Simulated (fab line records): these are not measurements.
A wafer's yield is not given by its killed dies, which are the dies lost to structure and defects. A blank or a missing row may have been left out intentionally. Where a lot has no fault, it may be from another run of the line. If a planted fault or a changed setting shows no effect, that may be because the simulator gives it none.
Which of the tools did it? ; flow berkeley-cmos170 ; 13 lots, 39 wafers sampled, at 2 steps of a route of 331

## WHAT THE GAUGES SHOWED, per wafer
UCB170_M2_OVL_MEAS_16.
lot;measured;on;M2_OVL (nm)
L103;day 9 11:47;overlay-01;-8 1 -7
L102;day 9 13:22;overlay-02;-5 -2 0
L104;day 9 14:46;overlay-01;-14 -2 -9
L105;day 10 07:29;overlay-02;-3 -9 -9
L109;day 11 04:52;overlay-02;-12 -4 0
L110;day 11 05:27;overlay-01;122 120 123
L108;day 11 07:11;overlay-01;110 110 115
L116;day 12 04:08;overlay-01;5 -1 1
L115;day 12 04:25;overlay-02;118 117 113
L113;day 12 04:32;overlay-02;-6 -2 3
L119;day 12 23:01;overlay-02;8 3 5
L121;day 13 07:17;overlay-02;8 2 8
L122;day 13 07:46;overlay-02;-8 -6 -2

## WHICH TOOL RAN EACH LOT (tool, then ch and the chambers of the sampled wafers, then the start)
lot;UCB170_M2_EXPOSE_12
L103;krf-scanner-01 ch 0, day 9 11:17
L102;krf-scanner-02 ch 0, day 9 12:32
L104;krf-scanner-02 ch 0, day 9 14:07
L105;krf-scanner-01 ch 0, day 10 06:47
L109;krf-scanner-02 ch 0, day 11 03:57
L110;krf-scanner-01 ch 0, day 11 04:09
L108;krf-scanner-01 ch 0, day 11 06:32
L116;krf-scanner-02 ch 0, day 12 02:53
L115;krf-scanner-01 ch 0, day 12 03:08
L113;krf-scanner-02 ch 0, day 12 03:26
L119;krf-scanner-02 ch 0, day 12 22:30
L121;krf-scanner-02 ch 0, day 13 06:46
L122;krf-scanner-02 ch 0, day 13 07:15
- UCB170_M2_EXPOSE_12: exposes mask METAL2, target cd 700 nm.

## AS READ BY THE TOOLS THEMSELVES (means over the sampled wafers that have a number; for cases with no such wafer, the mark the record gives instead)
UCB170_M2_EXPOSE_12.
lot;tool;stage-vel-mm-s (mm/s)
L103;krf-scanner-01;499.79
L102;krf-scanner-02;500.27
L104;krf-scanner-02;500.04
L105;krf-scanner-01;500.08
L109;krf-scanner-02;500.09
L110;krf-scanner-01;499.75
L108;krf-scanner-01;499.73
L116;krf-scanner-02;499.66
L115;krf-scanner-01;499.83
L113;krf-scanner-02;499.75
L119;krf-scanner-02;499.81
L121;krf-scanner-02;500.23
L122;krf-scanner-02;499.83

## THE ANSWER, worked out from the rows above alone
Rule: the lots themselves supply what counts as usual. The widest of any qualifying gaps counts: lots, ordered by their means at a reading, are off when they make up no more than a third of the lots, leave a main group of 4 or more, and stand apart from it by 3 or more times the standard deviation of that group's means. A main group is skipped when, at the precision printed for the reading in the tables above, its means are all equal. Also off: a lot with no number at a reading for which 4 or more lots have one. All remaining lots with rows at the step are treated as sound. After the gauges, taken in route order, come the tools' own readings; for these a lot's mean is taken, as printed above. The first step at which some lot is off is used, and at that step the reading that is off furthest; a lot without a number counts as furthest.
Off: L110, L108, L115, seen at UCB170_M2_OVL_MEAS_16 (M2_OVL). The main group has a mean of -2 nm with a standard deviation of 4.7.
A tool fits if, at a process step before that reading, it ran every lot that is off, and no sound lot after the first of them. The gauges at UCB170_M2_OVL_MEAS_16 are tried like those tools. One candidate fits, namely krf-scanner-01 at UCB170_M2_EXPOSE_12. A fault onset in the window from L105 (day 10 06:47, its last sound lot) to L110 (day 11 04:09, its first lot off) fits.

## WHAT HAD BEEN PUT IN BY THE SIMULATOR
Scanner matching overlay: krf-scanner-01, from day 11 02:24 on, at UCB170_M2_EXPOSE_12. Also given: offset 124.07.
Lots struck among those shown: L110, L108, L115. The rule above found the same.
